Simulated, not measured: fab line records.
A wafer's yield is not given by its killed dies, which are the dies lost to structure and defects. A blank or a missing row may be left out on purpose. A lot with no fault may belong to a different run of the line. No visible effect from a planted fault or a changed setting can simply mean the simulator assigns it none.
Split-lot trial    flow rit_cmos    23 wafers read from 5 lots, route of 202 steps

## THE SPLIT ITSELF
At RIT_NWELL_HARDBAKE_07 (time 120 s), the setting temp_c was moved away from the recipe's 140 C on 7 of the 23 wafers read, by -2.9% to -1.1%. This setting was run at the recipe's value on the other wafers.

Reading taken at the split's own step.

## THE READING
NOVOLAK_of_NWELL_COAT_01.thk_nm (the simulator's own value, which no gauge read), in nm, at RIT_NWELL_HARDBAKE_07 (time 120 s). The file does not state a usual value for it. Across the 16 wafers here that went through the recipe, the average is 1134 nm and the standard deviation 2.6 nm.

wafer   tool, chamber at the split  temp_c as run, C  against the recipe  NOVOLAK_of_NWELL_COAT_01.thk_nm, nm  against lot-mates on the recipe
L074.2  litho_track-04, 0           140               recipe              1137                                 -
L074.3  litho_track-04, 0           140               recipe              1136                                 -
L074.4  litho_track-04, 0           140               recipe              1134                                 -
L076.2  litho_track-03, 0           140               recipe              1133                                 -
L076.3  litho_track-03, 0           140               recipe              1133                                 -
L076.4  litho_track-03, 0           140               recipe              1133                                 -
L076.5  litho_track-03, 0           140               recipe              1135                                 -
L076.6  litho_track-03, 0           140               recipe              1134                                 -
L077.2  litho_track-04, 0           140               recipe              1138                                 -
L077.5  litho_track-04, 0           140               recipe              1138                                 -
L077.3  litho_track-04, 0           135.9             -2.9%               1145                                 +8
L077.6  litho_track-04, 0           135.9             -2.9%               1145                                 +8
L077.4  litho_track-04, 0           140               recipe              1136                                 -
L080.1  litho_track-01, 0           136.3             -2.6%               1139                                 +8
L080.3  litho_track-01, 0           136.3             -2.6%               1134                                 +4
L080.4  litho_track-01, 0           136.3             -2.6%               1138                                 +8
L080.5  litho_track-01, 0           140               recipe              1131                                 -
L080.6  litho_track-01, 0           140               recipe              1130                                 -
L084.1  litho_track-01, 0           138.5             -1.1%               1132                                 +1
L084.2  litho_track-01, 0           140               recipe              1132                                 -
L084.4  litho_track-01, 0           140               recipe              1132                                 -
L084.3  litho_track-01, 0           138.5             -1.1%               1138                                 +7
L084.5  litho_track-01, 0           140               recipe              1129                                 -

THE FIT
A straight line over all 23 wafers: NOVOLAK_of_NWELL_COAT_01.thk_nm changes by -2.37 nm for each +1% of temp_c; r = -0.66; the points scatter about the line by 3.2 nm.
The same after taking each lot's own level away (the mean of its wafers on the recipe; 23 wafers): -2.57 nm for each +1%; r = -0.89; scatter 1.6 nm.
According to that fit, moving temp_c by its largest amount changes the reading by 7.5 nm.
The lots' own levels span 1130.5 to 1137.3 nm, that is 2.6 times the standard deviation above.
So the lot-to-lot level blurs the effect unless lot-mates are compared.
Check: +7.58 nm against its lot-mates is what the line predicts for one of the wafers moved furthest among these (-2.9%) when that wafer is left out of the fit. Against them it came out at +7.67 nm.

## THE OTHER SPLITS THESE WAFERS WENT THROUGH
Note: prior to the reading, these wafers also went through further splits. Each is held against what the fit with the lots' levels taken away leaves over:
other split on the same wafers       wafers away from the commonest value  r with NOVOLAK_of_NWELL_COAT_01.thk_nm (lot level and that fit taken away)
RIT_ACTIVE_CVD_03 sih2cl2_flow_sccm  15                                    +0.09

## THE FILE'S OWN FIT
NOVOLAK_of_NWELL_COAT_01.thk_nm changes by -2.7 nm for each +1% of temp_c, r = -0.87.
